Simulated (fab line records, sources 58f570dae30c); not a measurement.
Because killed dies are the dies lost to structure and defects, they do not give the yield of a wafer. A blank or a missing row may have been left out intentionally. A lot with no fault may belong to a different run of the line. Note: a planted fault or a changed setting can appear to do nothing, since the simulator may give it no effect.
A lot that was struck, set against a sound lot	flow berkeley_cmos170	14 steps out of a route of 331
Sound: wafers L232.1, L232.2, L232.5. Wafers L224.1, L224.2, L224.3 were the ones struck. Last of all comes the cause.
For every step that has rows: the tool of each side, followed by ch and its chambers, followed by its first start. Under that, the readings that differ: sound wafers	struck wafers	difference of the means	sigmas: that difference in standard deviations of wafers without a fault.
alike: readings with means less than 2 such deviations apart, plus words and numbers identical on both sides. not compared: withheld readings, readings lacking a value on some wafer, bounds such as >300 that could conceal the same value, and numbers that have no deviation in the record and whose values overlap.
The two part at a step that has a row with sigmas, a row that says differs or no value, or rows on one side only. When numbers do not overlap yet have no deviation, they are printed without sigmas and do not part them. A reading missing from all wafers of one side parts the sides only when that side holds two or more wafers.

first, 1 step without rows for these wafers: UCB170_NLDD_IMPLANT_09.
UCB170_NLDD_STRIP_10: strips in O2.
  sound on plasma_asher-03 ch 0,1, day 8 22:47; struck on plasma_asher-02 ch 0,1, day 7 04:21
  alike: drypump_motor_current_A, oes_product_au, strip_time_to_endpoint_s
  not compared: rf_hours_counter_h
UCB170_NLDD_TW_MEAS_11:
  sound on film_metro-04 at day 8 22:53; struck on film_metro-04 at day 7 04:27
  alike: NLDD_TW
then, 1 step without rows for these wafers: UCB170_NLDD_CLEAN_12 (cleans in SPM, time 600 s).
UCB170_SPACER_CVD_00: deposits SiO2 from TEOS/O2, target thk 376 nm, time 47 s.
  sound on pecvd-02 ch 0,2, day 8 23:07; struck on pecvd-02 ch 0,1,2, day 7 04:41
  alike: heater_power_w
UCB170_SPACER_THK_MEAS_01:
  sound on film_metro-04 at day 8 23:09; struck on film_metro-01 at day 7 04:44
  alike: SPACER_TEOS_THK
then, 1 step without rows for these wafers: UCB170_SPACER_ANNEAL_02 (time 1800 s).
UCB170_SPACER_ETCHBACK_03: etches SiO2 in CHF3/CF4/Ar, stops on Si, target depth 376 nm, time 100 s.
  sound on rie_diel-01 ch 0,1,3, day 9 05:46; struck on rie_diel-04 ch 0,1,3, day 7 08:40
  alike: drypump_motor_current_A, oes_product_au, throttle_valve_pct
  not compared: rf_hours_counter_h
then, 4 steps without rows for these wafers: UCB170_PSD_HMDS_00 (prime time 60 s); UCB170_PSD_COAT_01 (resist thk 900 nm); UCB170_PSD_SOFTBAKE_02 (time 60 s); UCB170_PSD_EXPOSE_03 (exposes mask PSELECT MOD, target cd 1200 nm).
UCB170_PSD_PEB_04:
  sound on litho_track-04 ch 0, day 9 06:24; struck on litho_track-02, day 7 10:07
  no value came back on the struck wafers for chill_plate_temp_C (C), exhaust_pa (Pa); on the sound wafers chill_plate_temp_C (C) reads 23.05 22.77 23.03
then, 1 step without rows for these wafers: UCB170_PSD_DEVELOP_05 (develop time 45 s).

## WHERE THEY PART
Within this record, at UCB170_PSD_PEB_04 only.

WHY: the cause the simulator had injected
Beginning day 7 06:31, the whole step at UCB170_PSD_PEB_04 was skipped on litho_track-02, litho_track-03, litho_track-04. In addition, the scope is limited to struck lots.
